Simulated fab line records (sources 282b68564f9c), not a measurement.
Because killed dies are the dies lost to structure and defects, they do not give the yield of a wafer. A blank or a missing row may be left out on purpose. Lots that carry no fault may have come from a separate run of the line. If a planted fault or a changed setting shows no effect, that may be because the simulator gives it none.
Struck lot and sound lot, side by side | flow rit cmos | 19 out of 202 route steps
Sound: these wafers, L509.1, L509.2, L509.4. The struck wafers were L506.2, L506.3, L506.4. The cause comes at the end.
At each step with rows: each side's tool, then ch and its chambers, then its first start. Under that, the readings that differ: sound wafers | struck wafers | difference of the means | sigmas: that difference in standard deviations of wafers without a fault.
alike: words and numbers the same on both sides, and readings whose means are apart by under 2 such deviations; not compared: readings that were withheld, readings missing a value for some wafer, numbers with overlapping values and no deviation given by the record, and bounds like >300 which may hide the same value.
Wherever a step has rows on one side only, a row that says differs or no value, or a row with sigmas, the two part there. Numbers that have no deviation but don't overlap get no sigmas and don't part them. Lack of a reading on every wafer of one side parts them only where that side has two or more wafers.

RIT_SDANNEAL_RS_MEAS_06: the measuring method here is four-point-probe.
  sound: film metro-02 at day 4 17:26; struck: film metro-02 at day 4 02:22
  reading          | sound             | struck            | difference | sigmas
  PLDD_RS (ohm/sq) | 178.8 178.9 179.0 | 177.7 177.9 177.9 | -1.1       | -2
RIT_SDANNEAL_RS_MEAS_07: the measuring method here is four-point-probe.
  sound: film metro-02 at day 4 17:34; struck: film metro-02 at day 4 02:29
  alike: NLDD_RS
then, 1 step without rows for these wafers: RIT_SILICIDE_WET_ETCH_00 (etches SiO2 in BOE, target depth 14 nm, time 15 s).
RIT_SILICIDE_SPUTTER_01: material Ti, target thk 30 nm, time 236.4 s.
  sound: pvd sputter-03 at day 4 17:41; struck: pvd sputter-04 at day 4 02:35
  alike: throttle valve pct
RIT_SILICIDE_RS_MEAS_02: the measuring method here is four-point-probe.
  sound: film metro-01 at day 4 17:50; struck: film metro-04 at day 4 02:46
  alike: SILICIDE_TI_RS
RIT_SILICIDE_THK_MEAS_03: measures by xrf.
  sound: film metro-01 at day 4 17:58; struck: film metro-04 at day 4 02:52
  alike: SILICIDE_TI_THK
RIT_SILICIDE_RTA_04: time 10 s, ramp up 5 s, ramp down 5 s.
  sound on rtp anneal-02 ch 0, day 4 18:01; struck on rtp anneal-01 ch 0, day 4 02:56
  alike: chamber o2 ppm, wafer_temp_C_max
then, 1 step without rows for these wafers: RIT_SILICIDE_WET_ETCH_05 (etches Ti in SPM, time 120 s).
RIT_SILICIDE_RTA_06: time 10 s, ramp up 5 s, ramp down 10 s.
  sound on rtp anneal-01 ch 0, day 4 18:08; struck on rtp anneal-02 ch 0, day 4 03:02
  alike: chamber o2 ppm, wafer_temp_C_max
RIT_CONTACT_CVD_00: deposits SiO2 from TEOS, target thk 400 nm, time 61 s.
  sound on pecvd-04 ch 0,2, day 4 18:16; struck on pecvd-04 ch 0,1,2, day 4 03:05
  alike: heater power w
RIT_CONTACT_THK_MEAS_01:
  sound: film metro-03 at day 4 18:20; struck: film metro-01 at day 4 03:09
  alike: CONTACT_TEOS_THK
then, 1 step without rows for these wafers: RIT_CONTACT_HMDS_02 (prime time 60 s).
RIT_CONTACT_COAT_03: resist thk 1000 nm.
  struck on litho track-04, day 4 03:23; sound on litho track-02 ch 0, day 4 18:33
  no value came back on the struck wafers for chill plate temp C (C), dispense pressure kPa (kPa); on the sound wafers chill plate temp C (C) reads 22.90 22.98 22.97
then, 4 steps without rows for these wafers: RIT_CONTACT_SOFTBAKE_04 (time 60 s); RIT_CONTACT_EXPOSE_05 (exposes mask M11, target cd 1000 nm); RIT_CONTACT_PEB_06; RIT_CONTACT_DEVELOP_07 (develop time 120 s).
RIT_CONTACT_CD_MEAS_08: the cd target is 1000 nm.
  sound: cd sem-01 at day 4 19:22; struck: cd sem-01 at day 4 04:11
  reading    | sound             | struck | difference                    | sigmas
  cd nm (nm) | 998.2 997.0 997.1 | - - -  | no value on the struck wafers |
RIT_CONTACT_OVL_MEAS_09:
  sound: overlay-01 at day 4 19:29; struck: overlay-02 at day 4 04:18
  reading          | sound          | struck | difference                    | sigmas
  CONTACT_OVL (nm) | -0.9 -2.7 -3.7 | - - -  | no value on the struck wafers |

== WHERE THEY PART ==
Earliest at RIT_SDANNEAL_RS_MEAS_06; latest, in this record, at RIT_CONTACT_OVL_MEAS_09.

WHY: the cause the simulator had injected
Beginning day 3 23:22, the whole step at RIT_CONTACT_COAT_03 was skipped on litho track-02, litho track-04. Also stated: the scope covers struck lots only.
